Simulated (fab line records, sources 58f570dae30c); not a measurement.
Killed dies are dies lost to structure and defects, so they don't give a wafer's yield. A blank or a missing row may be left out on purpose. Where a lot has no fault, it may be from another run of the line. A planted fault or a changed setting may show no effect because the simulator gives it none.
fab line records    flow berkeleyCmos170
record: lots: 7  wafers: 21  lastDay: 13
route steps=331 shown PWELL@34
lots that met no fault: taken from a fault-free run of the same line
startH: hours from the record's opening day to when the first of the lot's shown wafers began    waitH: hours from the lot's prior step to this one    " same as the row above    L1.1+2: one row covering several wafers at once    - no value present, or no start provided    * or withheld: withheld    < > ~ a bound
route shown NAME@n: a module of which the file shows steps, and the number in the route of the first    usual: mean/standard deviation taken from wafers without a fault    same: alike in all rows    chamber/n: place in a boat    sites: each site's reading    _std_site: standard deviation across them    _edge_site: mean of outer sites minus mean of inner sites    radiusMm: how far each site lies from the wafer's centre    mask NAME#n: copy n    behind: tool/chamber where the wafer was last shaped    hold: why the lot went on hold/how many hours it stayed there/how the hold came to an end    device: the transistor (n, p or np) that didn't switch    end of line: at the end of the route, the tests of the same wafers    for a step that has no rows: nothing shown but its recipe    killed: the dies lost at the first sort to structure and to defects; this is not the yield of the wafer    map: a wafer's dies, marking killed ones x, the rest . and places with no die _
set.NAME: the setting as run; set.NAME@STEP: as run at that earlier step    model.NAME: the simulator's own value behind a step, which no gauge read
lots seen at some steps along the route; tables by step, rows by wafer
== steps ==
step: UCB170_PWELL_CLEAN_00
recipe: chemistry: SPM  tempC: 120  timeS: 600
step: UCB170_PWELL_CLEAN_01
recipe: chemistry: dHF  dilution: 25:1  timeS: 60
step: UCB170_PWELL_OXIDATION_02
recipe: tempC: 1000  ambient: O2  targetThkA: 264  oxTimeS: 1281
step: UCB170_PWELL_THK_MEAS_03
recipe: reads: SiO2_of_PWELL_OXIDATION_02
usual: PWELL_OXIDE_THK: 26.6/0.45
lot.wafer  tool          chamber  startH  waitH  PWELL_OXIDE_THK[nm]
L222.3     filmMetro-03  -        88.46   0.0    26.4
L222.4     "             -        "       "      26.1
L222.5     "             -        "       "      25.9
L230.1     filmMetro-03  -        122.25  0.0    26.6
L230.3     "             -        "       "      26.6
L230.6     "             -        "       "      26.6
L231.1     filmMetro-04  -        136.69  0.0    26.8
L231.2     "             -        "       "      26.4
L231.6     "             -        "       "      26.4
L232.2     filmMetro-01  -        136.70  0.0    25.8
L232.3     "             -        "       "      26.0
L232.5     "             -        "       "      26.2
L233.1     filmMetro-03  -        146.31  0.0    26.5
L233.2     "             -        "       "      26.8
L233.5     "             -        "       "      26.4
L236.1     filmMetro-04  -        152.62  0.0    27.1
L236.3     "             -        "       "      27.3
L236.5     "             -        "       "      27.1
L237.1     filmMetro-01  -        162.58  0.0    27.0
L237.2     "             -        "       "      26.7
L237.3     "             -        "       "      26.7
step: UCB170_PWELL_ANNEAL_04
recipe: tempC: 1000  timeS: 900  ambient: N2
step: UCB170_PWELL_CVD_05
recipe: material: Si3N4  targetThkNm: 220  tempC: 800  precursor: SiH2Cl2/NH3  timeS: 3300  pressureMtorr: 208.3  sih2cl2FlowSccm: 25  nh3FlowSccm: 75
step: UCB170_PWELL_THK_MEAS_06
recipe: reads: Si3N4_of_PWELL_CVD_05
usual: PWELL_NITRIDE_THK: 221.8/2.1
lot.wafer  tool          chamber  startH  waitH  PWELL_NITRIDE_THK[nm]
L222.3     filmMetro-01  -        96.18   0.0    221.0
L222.4     "             -        "       "      223.5
L222.5     "             -        "       "      223.1
L230.1     filmMetro-03  -        130.20  0.0    221.6
L230.3     "             -        "       "      220.7
L230.6     "             -        "       "      221.4
L231.1     filmMetro-03  -        144.19  0.0    219.5
L231.2     "             -        "       "      218.4
L231.6     "             -        "       "      221.0
L232.2     filmMetro-04  -        144.20  0.0    220.0
L232.3     "             -        "       "      218.5
L232.5     "             -        "       "      220.2
L233.1     filmMetro-03  -        153.89  0.0    219.8
L233.2     "             -        "       "      220.0
L233.5     "             -        "       "      220.4
L236.1     filmMetro-03  -        162.41  0.0    222.7
L236.3     "             -        "       "      220.0
L236.5     "             -        "       "      219.9
L237.1     filmMetro-01  -        171.60  0.0    221.7
L237.2     "             -        "       "      218.8
L237.3     "             -        "       "      220.8
step: UCB170_PWELL_HMDS_07
recipe: primeTimeS: 60  primeTempC: 100
step: UCB170_PWELL_COAT_08
recipe: resist: KrF  spinRpm: 1500  resistThkNm: 900
step: UCB170_PWELL_SOFTBAKE_09
recipe: resist: KrF  tempC: 130  timeS: 60
step: UCB170_PWELL_EXPOSE_10
recipe: maskId: PWELL  targetCdNm: 3000  na: 0.5  sigmaOuter: 0.6  sourceShape: conventional  doseMj: 19
step: UCB170_PWELL_PEB_11
recipe: pebTempC: 130  pebTimeS: withheld  resist: KrF
step: UCB170_PWELL_DEVELOP_12
recipe: developer: TMAH  developTimeS: 45  resist: KrF  devTempC: 21
usual: chillPlateTempC: 22.99/0.097  developTimeS: 45/0
lot.wafer  tool           chamber  startH  waitH  chillPlateTempC  developTimeS  model.KrF_of_PWELL_COAT_08.thkNm
L222.3     lithoTrack-02  0        97      -      22.90            45            885.4
L222.4     "              0        "       "      23.00            45            889.9
L222.5     "              0        "       "      22.97            45            885.6
L230.1     lithoTrack-03  0        132     -      23.10            45            886.6
L230.3     "              0        "       "      23.22            45            886.9
L230.6     "              0        "       "      23.14            45            887.8
L231.1     lithoTrack-03  -        144     -      -                -             900.3
L231.2     "              -        "       "      -                -             897.4
L231.6     "              -        145     -      -                -             899.8
L232.2     lithoTrack-03  -        145     -      -                -             899.3
L232.3     "              -        "       "      -                -             899.8
L232.5     "              -        "       "      -                -             898.6
L233.1     lithoTrack-03  -        155     -      -                -             899.9
L233.2     "              -        "       "      -                -             900.5
L233.5     "              -        "       "      -                -             900.5
L236.1     lithoTrack-02  0        163     -      23.21            45            886
L236.3     "              0        "       "      23.17            45            888.2
L236.5     "              0        "       "      22.95            45            885.5
L237.1     lithoTrack-03  0        172     -      23.02            45            885.4
L237.2     "              0        "       "      23.12            45            884.5
L237.3     "              0        "       "      22.87            45            886.1
step: UCB170_PWELL_OVL_MEAS_13
usual: PWELL_OVL: 2/6.1
lot.wafer  tool        chamber  startH  waitH  PWELL_OVL[nm]
L222.3     overlay-02  -        97.19   -      -1
L222.4     "           -        "       "      2
L222.5     "           -        "       "      -5
L230.1     overlay-01  -        132.14  -      4
L230.3     "           -        "       "      5
L230.6     "           -        "       "      5
L231.1     overlay-02  -        145.09  -      -
L231.2     "           -        "       "      -
L231.6     "           -        "       "      -
L232.2     overlay-02  -        145.37  -      -
L232.3     "           -        "       "      -
L232.5     "           -        "       "      -
L233.1     overlay-02  -        155.82  -      -
L233.2     "           -        "       "      -
L233.5     "           -        "       "      -
L236.1     overlay-02  -        163.73  -      -9
L236.3     "           -        "       "      -9
L236.5     "           -        "       "      -11
L237.1     overlay-02  -        172.82  -      5
L237.2     "           -        "       "      2
L237.3     "           -        "       "      -3
== key ==
firstSign: step: UCB170_PWELL_DEVELOP_12  reading: toolRecord  direction: missing
effect none on later readings
modelEffect: step: UCB170_PWELL_DEVELOP_12  value: KrF_of_PWELL_COAT_08.thkNm  without: 885.4  struck: 899.6
metAt UCB170_PWELL_DEVELOP_12
struckWafers L231.1,L231.2,L231.6,L232.2,L232.3,L232.5,L233.1,L233.2,L233.5
laterRowsLeftOut L231.1,L231.2,L231.6,L232.2,L232.3,L232.5,L233.1,L233.2,L233.5
sortLeftOut L231.1,L231.2,L231.6,L232.2,L232.3,L232.5,L233.1,L233.2,L233.5
testerLeftOut L231,L232,L233
onsetBetween 132 144
fault: kind: skippedStepWhole  tool: lithoTrack-03  chamber: -  onsetH: 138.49  steps: UCB170_PWELL_DEVELOP_12  scope: struckLotsOnly
testerLeftOut: of these lots the tester's yield and bins aren't shown, on N5 and GAA mostly nor the transistor test; their killed dies are dies lost to structure and defects alone, not to doping, threshold or leakage, so they don't give the yield
sortLeftOut: the simulated sort isn't trusted on such a fault, so these wafers' sort isn't shown, and their yield isn't known
laterRowsLeftOut: the simulator's readings of these wafers behind a module that went badly wrong aren't trusted and aren't shown, but for the sort
